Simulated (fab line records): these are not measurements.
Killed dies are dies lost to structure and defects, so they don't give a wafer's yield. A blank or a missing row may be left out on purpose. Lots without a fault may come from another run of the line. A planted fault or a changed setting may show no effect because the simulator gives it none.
Matching of chambers + flow berkeley-cmos170 + 4 sister chambers for UCB170_GATE_ETCH_15 on rie-si-01
The step etches poly-Si in HBr/Cl2, stops on SiO2, time 56.3 s, target depth 278.2 nm. 15 wafers are shown with their chamber, then 7 later ones without.

== WAFERS, EACH WITH ITS CHAMBER ==
| wafer  | chamber | throttle-valve-pct (%) | drypump-motor-current-A (A) | oes-product-au (a.u.) |
|--------|---------|------------------------|-----------------------------|-----------------------|
| L235.1 | 0       | 26.19                  | 5.2                         | 0.802                 |
| L235.3 | 2       | 26.25                  | 6.4                         | 0.825                 |
| L235.5 | 2       | 26.25                  | 6.4                         | 0.814                 |
| L237.2 | 2       | 26.25                  | 6.3                         | 0.819                 |
| L237.3 | 3       | 26.90                  | 4.7                         | 0.847                 |
| L237.6 | 3       | 26.91                  | 4.7                         | 0.850                 |
| L238.2 | 0       | 26.18                  | 5.2                         | 0.811                 |
| L238.4 | 2       | 26.24                  | 6.4                         | 0.840                 |
| L238.6 | 1       | 26.22                  | 5.8                         | 0.816                 |
| L242.2 | 3       | 26.92                  | 4.6                         | 0.852                 |
| L242.3 | 2       | 26.26                  | 6.4                         | 0.832                 |
| L242.5 | 1       | 26.22                  | 5.8                         | 0.814                 |
| L246.1 | 2       | 26.26                  | 6.4                         | 0.828                 |
| L246.2 | 0       | 26.17                  | 5.2                         | 0.805                 |
| L246.5 | 0       | 26.18                  | 5.2                         | 0.793                 |

SIGNATURES, as means of the wafers listed above
| reading                 | chamber 0 | chamber 1 | chamber 2 | chamber 3 | scatter within a chamber |
|-------------------------|-----------|-----------|-----------|-----------|--------------------------|
| throttle-valve-pct      | 26.1800   | 26.2200   | 26.2517   | 26.9100   | 0.00788                  |
| drypump-motor-current-A | 5.200     | 5.800     | 6.383     | 4.667     | 0.0369                   |
| oes-product-au          | 0.80275   | 0.81500   | 0.82633   | 0.84967   | 0.00746                  |
Rule: for each reading, subtract the chamber's mean from the wafer's reading, divide by that reading's scatter and square the result; add these up over the readings and take the root, which gives the wafer's distance from the chamber. If the next closest chamber is less than 2 further off than the closest, the wafer can't be placed; otherwise it belongs to the closest. The scatter is the square root of a quotient: the sum, over the shown wafers, of each reading's squared deviation from its chamber's mean, divided by wafers minus chambers.

== WAFERS MISSING THEIR CHAMBER ==
| wafer  | throttle-valve-pct (%) | drypump-motor-current-A (A) | oes-product-au (a.u.) |
|--------|------------------------|-----------------------------|-----------------------|
| L247.2 | 26.89                  | 4.7                         | 0.853                 |
| L247.5 | 26.24                  | 5.7                         | 0.806                 |
| L247.6 | 26.25                  | 6.4                         | 0.837                 |
| L253.1 | 26.19                  | 5.2                         | 0.884                 |
| L253.5 | 26.18                  | 5.2                         | 0.874                 |
| L256.2 | 26.18                  | 5.2                         | 0.885                 |
| L256.6 | 26.23                  | 5.7                         | 0.881                 |

== WHICH CHAMBER EACH ONE RAN IN ==
| wafer  | from the rows above | in truth |
|--------|---------------------|----------|
| L247.2 | 3                   | 3        |
| L247.5 | 1                   | 1        |
| L247.6 | 2                   | 2        |
| L253.1 | 0                   | 0        |
| L253.5 | 0                   | 0        |
| L256.2 | 0                   | 0        |
| L256.6 | 1                   | 1        |
Placed correctly: 7 of 7. Not placeable from these rows: 0. Placed wrongly: 0.
